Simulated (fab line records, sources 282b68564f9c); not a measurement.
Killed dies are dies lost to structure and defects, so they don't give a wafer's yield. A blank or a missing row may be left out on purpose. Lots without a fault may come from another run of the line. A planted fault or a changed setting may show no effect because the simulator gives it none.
fab line records | flow rit_cmos
record lots=14 wafers=42 last_day=8
route steps=202 shown SPACER@130 M1@202
lots that met no fault: from a run of the same line without faults
start_h: hours from the record's first day to the start of the lot's first wafer shown | wait_h: hours since the lot's step before | " the same as in the row above | L1.1+2: a row that stands for several wafers | - no value, or no start given | * or withheld: withheld | < > ~ a bound
route shown NAME@n: a module of which the file shows steps, and the number in the route of the first | usual: mean/standard deviation of fault-free wafers | same: alike in all rows | chamber/n: place in a boat | sites: the reading at each site | _std_site: their standard deviation | _edge_site: outer sites' mean less inner sites' | radius_mm: how far each site lies from the wafer's centre | mask NAME#n: copy n | behind: the tool/chamber that last shaped the wafer | hold: why the lot was held/for how many hours/how that ended | device: the transistor (n, p or np) that didn't switch | end of line: the same wafers' tests at the end of the route | a step without rows: its recipe alone | killed: dies lost to structure and defects at the first sort, not the wafer's yield | map: a wafer's dies, x killed, . not, _ none there
set.NAME: the setting as run; set.NAME@STEP: as run at that earlier step | model.NAME: the simulator's own value behind a step, which no gauge read
steps of the route over a sample of lots; a table a step, a row a wafer
services: from which hour (start_h, from the record's first day; less than 0 if before it) a tool's chamber was out of use, for how many hours, and why
## steps
# step RIT_SPACER_ETCHBACK_05
# recipe target_depth_a=2500 SF6_flow_sccm=30 CHF3_flow_sccm=30 target=Si3N4 chemistry=SF6/CHF3 pressure_mtorr=40 rf_w=250 time_s=240 stop_on=SiO2
# usual drypump_motor_current_A=5.7/0.4 oes_product_au=0.844/0.015 throttle_valve_pct=10.33/0.19
# same time_s=240
# columns lot.wafer tool chamber start_h wait_h drypump_motor_current_A oes_product_au rf_hours_counter_h throttle_valve_pct
L490.1 rie_diel-01 3 47.84 0.1 5.9 0.846 50 10.00
L490.4 " 0 " " 5.2 0.816 119 10.33
L490.6 " 2 " " 6.0 0.827 - 10.46
L491.2 rie_diel-02 1 53.82 0.0 5.5 0.851 53 10.43
L491.4 " 2 " " 6.7 0.878 - 10.43
L491.6 " 3 " " 5.4 0.868 - 10.39
L492.1 rie_diel-02 1 57.62 0.1 5.5 0.872 53 10.44
L492.5 " 1 " " 5.5 0.865 - 10.44
L492.6 " 2 " " 6.6 0.885 - 10.43
L493.2 rie_diel-01 1 63.46 0.0 5.6 0.852 161 10.49
L493.3 " 0 " " 5.2 0.823 119 10.32
L493.6 " 1 " " 5.6 0.853 - 10.50
L494.1 rie_diel-02 2 72.95 0.1 6.6 0.869 158 10.41
L494.2 " 3 " " 5.4 0.846 92 10.38
L494.6 " 2 " " 6.6 0.867 - 10.39
L501.1 rie_diel-02 1 111.31 0.1 5.5 0.736 54 10.40
L501.4 " 3 " " 5.5 0.732 93 10.34
L501.5 " 3 " " 5.4 0.731 - 10.33
L502.1 rie_diel-01 1 116.71 0.1 5.6 0.844 0 10.51
L502.4 " 3 " " 5.9 0.840 51 10.02
L502.6 " 0 " " 5.2 0.820 - 10.32
L503.1 rie_diel-02 0 118.59 0.1 5.7 0.682 1 10.48
L503.4 " 0 " " 5.7 0.686 - 10.48
L503.5 " 3 " " 5.4 0.733 - 10.34
L504.2 rie_diel-01 3 122.60 0.0 5.8 0.830 51 10.00
L504.5 " 2 " " 6.0 0.835 - 10.46
L504.6 " 1 " " 5.6 0.849 - 10.53
L508.1 rie_diel-01 2 138.96 0.1 6.0 0.835 48 10.46
L508.3 " 1 " " 5.6 0.840 0 10.51
L508.5 " 2 " " 6.0 0.836 - 10.47
L507.3 rie_diel-03 2 146.37 0.0 5.1 0.856 143 10.29
L507.4 " 0 " " 6.1 0.852 0 10.39
L507.6 " 3 " " 5.6 0.850 - 9.92
L509.3 rie_diel-01 3 147.80 0.0 5.8 0.839 52 10.00
L509.5 " 0 " " 5.2 0.837 - 10.34
L509.6 " 3 " " 5.8 0.851 - 10.01
L511.4 rie_diel-01 3 161.32 0.0 5.9 0.832 52 10.02
L511.5 " 3 " " 5.8 0.843 - 10.01
L511.6 " 0 " " 5.2 0.819 - 10.31
L513.3 rie_diel-03 0 169.62 0.0 6.1 0.865 0 10.39
L513.4 " 3 " " 5.6 0.846 56 9.93
L513.6 " 0 " " 6.1 0.866 - 10.41
# step RIT_M1_PROBE_99
# usual killed_at_M0_to_M3=0.0/0.083 killed_at_contacts=0.1/0.23 killed_at_front_end=7/3.1 killed_dies=7/3.1 killed_on_rim=1.8/1.4 killed_open=3.3/2 killed_short=3.6/1.9
# same gross_dies=264 killed_at_M4_up=0 killed_at_back_side=0 killed_at_other=0
# columns lot.wafer tool chamber start_h wait_h killed_at_M0_to_M3 killed_at_contacts killed_at_front_end killed_dies killed_on_rim killed_open killed_short
L501.1 prober-01 - 122.72 0.1 0 0 264 264 70 3 3
L501.4 prober-01 - 122.87 0.2 0 0 264 264 70 4 6
L501.5 prober-01 - 122.92 0.2 0 0 264 264 70 5 1
L502.1 prober-02 - 127.64 0.1 0 0 6 6 2 2 4
L502.4 prober-02 - 127.79 0.2 0 0 12 12 4 7 5
L502.6 prober-02 - 127.89 0.2 0 0 15 15 4 6 9
L503.1 prober-01 - 129.38 0.1 0 0 264 264 70 2 4
L503.4 prober-01 - 129.53 0.2 0 0 264 264 70 4 2
L503.5 prober-01 - 129.58 0.2 0 0 264 264 70 1 2
L504.2 prober-02 - 133.67 0.1 0 0 11 11 1 5 6
L504.5 prober-02 - 133.82 0.2 0 0 5 5 2 2 3
L504.6 prober-02 - 133.87 0.2 0 0 10 10 2 5 5
L508.1 prober-01 - 150.40 0.1 0 0 8 8 3 5 3
L508.3 prober-01 - 150.50 0.2 0 0 2 2 1 1 1
L508.5 prober-01 - 150.60 0.2 0 0 5 5 0 2 3
L507.3 prober-02 - 157.34 0.2 0 1 4 5 3 3 2
L507.4 prober-02 - 157.39 0.2 0 0 7 7 1 3 4
L507.6 prober-02 - 157.49 0.2 0 0 10 10 2 6 4
L509.3 prober-01 - 158.98 0.2 0 0 12 12 4 9 3
L509.5 prober-01 - 159.08 0.2 0 0 13 13 5 8 5
L509.6 prober-01 - 159.13 0.2 0 0 10 10 3 4 6
# killed by level:class
L501.1 SPACER:area_etchback=258 FOX1:geometric_particle:open=1 GATE:geometric_particle:open=1 GATE:geometric_particle:short=1 REOX:geometric_particle:open=1 REOX:geometric_particle:short=1 SPACER:geometric_particle:short=1
L501.4 SPACER:area_etchback=254 FOX1:geometric_particle:open=2 FOX1:geometric_particle:short=2 GATE:geometric_particle:short=2 FOX2:geometric_particle:open=1 REOX:geometric_particle:short=1 SILICIDE:geometric_particle:open=1 SILICIDE:geometric_particle:short=1
L501.5 SPACER:area_etchback=258 GATE:geometric_particle:open=3 GATE:geometric_particle:short=1 REOX:geometric_particle:open=1 SILICIDE:geometric_particle:open=1
L502.1 GATE:geometric_particle:short=4 GATE:geometric_particle:open=1 REOX:geometric_particle:open=1
L502.4 GATE:geometric_particle:open=5 GATE:geometric_particle:short=3 SILICIDE:geometric_particle:open=2 FOX2:geometric_particle:short=1 SILICIDE:geometric_particle:short=1
L502.6 GATE:geometric_particle:short=4 GATE:geometric_particle:open=2 REOX:geometric_particle:short=2 FOX1:geometric_particle:short=1 FOX2:geometric_particle:short=1 FOX2:geometric_particle:open=1 REOX:geometric_particle:open=1 SPACER:geometric_particle:open=1
L503.1 SPACER:area_etchback=258 REOX:geometric_particle:short=2 FOX1:geometric_particle:short=1 FOX2:geometric_particle:short=1 FOX2:geometric_particle:open=1 REOX:geometric_particle:open=1
L503.4 SPACER:area_etchback=258 GATE:geometric_particle:open=4 GATE:geometric_particle:short=2
L503.5 SPACER:area_etchback=261 FOX2:geometric_particle:short=2 GATE:geometric_particle:open=1
L504.2 GATE:geometric_particle:open=4 GATE:geometric_particle:short=3 SPACER:geometric_particle:short=3 SPACER:geometric_particle:open=1
L504.5 REOX:geometric_particle:short=3 GATE:geometric_particle:open=2
L504.6 SPACER:geometric_particle:short=3 GATE:geometric_particle:short=2 GATE:geometric_particle:open=2 ACTIVE:geometric_particle:open=1 REOX:geometric_particle:open=1 SILICIDE:geometric_particle:open=1
L508.1 GATE:geometric_particle:open=2 REOX:geometric_particle:short=2 SPACER:geometric_particle:open=2 REOX:geometric_particle:open=1 SPACER:geometric_particle:short=1
L508.3 GATE:geometric_particle:open=1 GATE:geometric_particle:short=1
L508.5 REOX:geometric_particle:short=2 REOX:geometric_particle:open=2 GATE:geometric_particle:short=1
L507.3 GATE:geometric_particle:short=2 GATE:geometric_particle:open=1 SPACER:geometric_particle:open=1 CONTACT:geometric_particle:open=1
L507.4 FOX1:geometric_particle:open=2 GATE:geometric_particle:short=2 SPACER:geometric_particle:open=1 SPACER:geometric_particle:short=1 SILICIDE:geometric_particle:short=1
L507.6 FOX1:geometric_particle:open=2 REOX:geometric_particle:open=2 REOX:geometric_particle:short=2 SPACER:geometric_particle:open=2 FOX1:geometric_particle:short=1 SILICIDE:geometric_particle:short=1
L509.3 GATE:geometric_particle:open=5 GATE:geometric_particle:short=2 REOX:geometric_particle:open=2 SPACER:geometric_particle:short=1 SPACER:geometric_particle:open=1 SILICIDE:geometric_particle:open=1
L509.5 FOX2:geometric_particle:open=2 GATE:geometric_particle:open=2 SPACER:geometric_particle:short=2 SILICIDE:geometric_particle:open=2 FOX1:geometric_particle:open=1 FOX2:geometric_particle:short=1 GATE:geometric_particle:short=1 SPACER:geometric_particle:open=1
L509.6 GATE:geometric_particle:short=4 FOX1:geometric_particle:short=2 FOX2:geometric_particle:open=2 FOX1:geometric_particle:open=1 GATE:geometric_particle:open=1
## services
# columns tool chamber start_h hours kind
rie_diel-02 0 53.74 - clean
rie_diel-02 0 53.74 27.6 scheduled_down
rie_diel-02 0 53.74 27.6 vent_cycle
rie_diel-02 1 77.89 7.6 repair
rie_diel-01 - 80.40 0.5 repair
rie_diel-01 1 90.89 4.3 repair
rie_diel-03 0 94.63 17.8 repair
rie_diel-01 1 95.66 - clean
rie_diel-01 1 95.66 14.0 scheduled_down
rie_diel-01 1 95.66 14.0 vent_cycle
rie_diel-02 2 111.65 - clean
rie_diel-02 2 111.65 29.0 scheduled_down
rie_diel-02 2 111.65 29.0 vent_cycle
rie_diel-03 2 123.99 8.1 repair
rie_diel-03 0 132.12 - clean
rie_diel-03 0 132.12 12.7 scheduled_down
rie_diel-03 0 132.12 12.7 vent_cycle
rie_diel-02 1 136.15 6.4 repair
rie_diel-02 3 157.76 4.2 repair
## key
first_sign step=RIT_SPACER_ETCHBACK_05 reading=oes_product_au direction=down sigmas=8.2 usual=0.844 struck=0.717
effect step=RIT_M1_PROBE_99 reading=killed_dies direction=up sigmas=84 usual=7 struck=264
more_kills_born_at RIT_SPACER_ETCHBACK_05@rie_diel-02=1547
met_at RIT_SPACER_ETCHBACK_05
struck_lots L501,L503
later_rows_left_out L501.1,L501.4,L501.5,L503.1,L503.4,L503.5
tester_left_out L501,L503
onset_between 72.95 111.31
fault kind=process_parameter_drift tool=rie_diel-02 chamber=- onset_h=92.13 steps=RIT_SPACER_ETCHBACK_05 channel=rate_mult offset=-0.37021 shape=step end_h=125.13
# tester_left_out: of these lots the tester's yield and bins aren't shown, on N5 and GAA mostly nor the transistor test; their killed dies are dies lost to structure and defects alone, not to doping, threshold or leakage, so they don't give the yield
# later_rows_left_out: the simulator's readings of these wafers behind a module that went badly wrong aren't trusted and aren't shown, but for the sort
